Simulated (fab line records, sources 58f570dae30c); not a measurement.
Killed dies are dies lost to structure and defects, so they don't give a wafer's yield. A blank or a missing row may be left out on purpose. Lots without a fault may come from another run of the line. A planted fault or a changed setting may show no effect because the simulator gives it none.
Which tool did it? | flow berkeley_cmos170 | 7 lots, 19 wafers sampled, at 1 step of a route of 331

WHAT THE GAUGES READ, wafer by wafer
UCB170_PLDD_OVL_MEAS_07.
lot  | measured     | on         | PLDD_OVL (nm)
L303 | day 7 08:23  | overlay-02 | -2 1 1
L307 | day 7 20:39  | overlay-01 | 11 1 2
L309 | day 8 13:05  | overlay-02 | 1
L314 | day 9 08:22  | overlay-02 | 7 -2 8
L317 | day 9 21:46  | overlay-01 | 3 -1 2
L324 | day 11 14:10 | overlay-01 | 9 8 8
L326 | day 11 14:35 | overlay-02 | 5 10 8

WHICH TOOL RAN EACH LOT (tool, then ch and the chambers of the sampled wafers, then the start)
The record holds no process step before these readings.

THE ANSWER, worked out from the rows above alone
Rule: what is usual is taken from the lots themselves. Put in order of their means at a reading, lots are off if they are a third of the lots or fewer, leave a main group of 4 or more, and stand apart from it by a gap of 3 or more times the standard deviation of the main group's means; of several such gaps the widest counts. A main group whose means are all the same, to the digits that the tables above print for the reading, isn't used. A lot without any number at a reading at which 4 lots or more have one is off too. The other lots that the step has rows for count as sound.
No lot is off at any reading shown: from this, nothing can be told.

WHAT THE SIMULATOR HAD PUT IN
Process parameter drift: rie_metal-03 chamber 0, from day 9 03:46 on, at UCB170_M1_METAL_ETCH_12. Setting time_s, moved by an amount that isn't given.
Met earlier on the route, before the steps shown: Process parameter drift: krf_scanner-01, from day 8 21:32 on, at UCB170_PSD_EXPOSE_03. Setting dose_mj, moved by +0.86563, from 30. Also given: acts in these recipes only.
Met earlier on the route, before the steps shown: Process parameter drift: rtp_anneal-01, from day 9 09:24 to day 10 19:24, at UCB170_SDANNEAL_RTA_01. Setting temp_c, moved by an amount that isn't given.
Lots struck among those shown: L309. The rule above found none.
